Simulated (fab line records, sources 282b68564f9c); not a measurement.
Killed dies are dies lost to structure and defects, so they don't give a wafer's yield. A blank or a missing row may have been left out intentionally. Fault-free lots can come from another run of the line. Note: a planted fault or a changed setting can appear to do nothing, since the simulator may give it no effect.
Which of the tools did it?	flow rit cmos	14 lots, 42 wafers sampled, at 2 steps of a route of 202

== WHAT THE GAUGES READ, wafer by wafer ==
No reading from a measuring or inspecting step in the record can be judged against a usual standard deviation.

== WHAT TOOL EACH LOT RAN ON (gives the tool, then ch and the chambers of the sampled wafers, and finally the start) ==
lot	RIT_ACTIVE_STRIP_14	RIT_M1_PROBE_99
L943	plasma asher-01 ch 0,1, day 2 00:58	-
L944	plasma asher-03 ch 0,1, day 2 06:02	-
L946	plasma asher-03 ch 0,1, day 2 16:10	prober-01, day 4 15:16
L947	plasma asher-04 ch 0,1, day 2 23:26	prober-02, day 4 20:31
L951	plasma asher-04 ch 0,1, day 3 16:59	-
L952	plasma asher-04 ch 0,1, day 3 21:58	prober-01, day 5 22:39
L956	plasma asher-01 ch 0,1, day 4 21:40	-
L957	plasma asher-03 ch 0,1, day 5 01:06	-
L958	plasma asher-04 ch 0,1, day 5 05:10	-
L959	plasma asher-01 ch 0,1, day 5 10:52	-
L960	plasma asher-03 ch 0,1, day 5 14:08	-
L962	plasma asher-04 ch 1, day 6 01:03	-
L963	plasma asher-03 ch 0,1, day 6 05:43	-
L964	plasma asher-04 ch 0,1, day 6 11:05	-
- RIT_ACTIVE_STRIP_14: strips in O2, time 180 s.
- RIT_M1_PROBE_99

== WHAT THE TOOLS THEMSELVES READ (means of the sampled wafers that have a number; where no wafer has one, the mark that the record gives instead) ==
RIT_ACTIVE_STRIP_14.
lot	tool	chamber pressure mTorr (mTorr)	drypump motor current A (A)
L943	plasma asher-01	4002	5.7
L944	plasma asher-03	3999	6.1
L946	plasma asher-03	-	-
L947	plasma asher-04	-	-
L951	plasma asher-04	3996	5.6
L952	plasma asher-04	4002	5.6
L956	plasma asher-01	4000	5.7
L957	plasma asher-03	3997	6.2
L958	plasma asher-04	3998	5.6
L959	plasma asher-01	3999	5.7
L960	plasma asher-03	4001	6.1
L962	plasma asher-04	4000	5.3
L963	plasma asher-03	3998	6.2
L964	plasma asher-04	4002	5.6

RIT_M1_PROBE_99.
lot	tool	killed_at_M0_to_M3	killed at contacts	killed at front end	killed dies	killed on rim	killed open	killed short
L946	prober-01	0.3	0.0	264	264	70.0	2.7	3.0
L947	prober-02	0.0	0.0	264	264	70.0	4.0	3.0
L952	prober-01	0.0	0.0	13	13	2.0	8.0	5.0

== THE ANSWER, worked out from the rows above alone ==
Rule: usual is defined by the lots themselves. The widest of any qualifying gaps counts: lots, ordered by their means at a reading, are off when they make up no more than a third of the lots, leave a main group of 4 or more, and stand apart from it by 3 or more times the standard deviation of that group's means. A main group whose means are all the same, to the digits that the tables above print for the reading, isn't used. A lot without any number at a reading at which 4 lots or more have one is off too. All remaining lots with rows at the step are treated as sound. After the gauges, taken in route order, come the tools' own readings; for these a lot's mean is taken, as printed above. The first step at which some lot is off is used, and at that step the reading that is off furthest; a lot without a number counts as furthest.
Off: L946, L947, at RIT_ACTIVE_STRIP_14 (chamber pressure mTorr). Without a number there: L946, L947. Main group: mean 4000 mTorr, sd 1.9.
A tool fits if, at that step or a process step before it, it ran every lot that is off, and no sound lot after the first of them. Not one of the candidates tried fits.

== WHAT THE SIMULATOR PUT IN ==
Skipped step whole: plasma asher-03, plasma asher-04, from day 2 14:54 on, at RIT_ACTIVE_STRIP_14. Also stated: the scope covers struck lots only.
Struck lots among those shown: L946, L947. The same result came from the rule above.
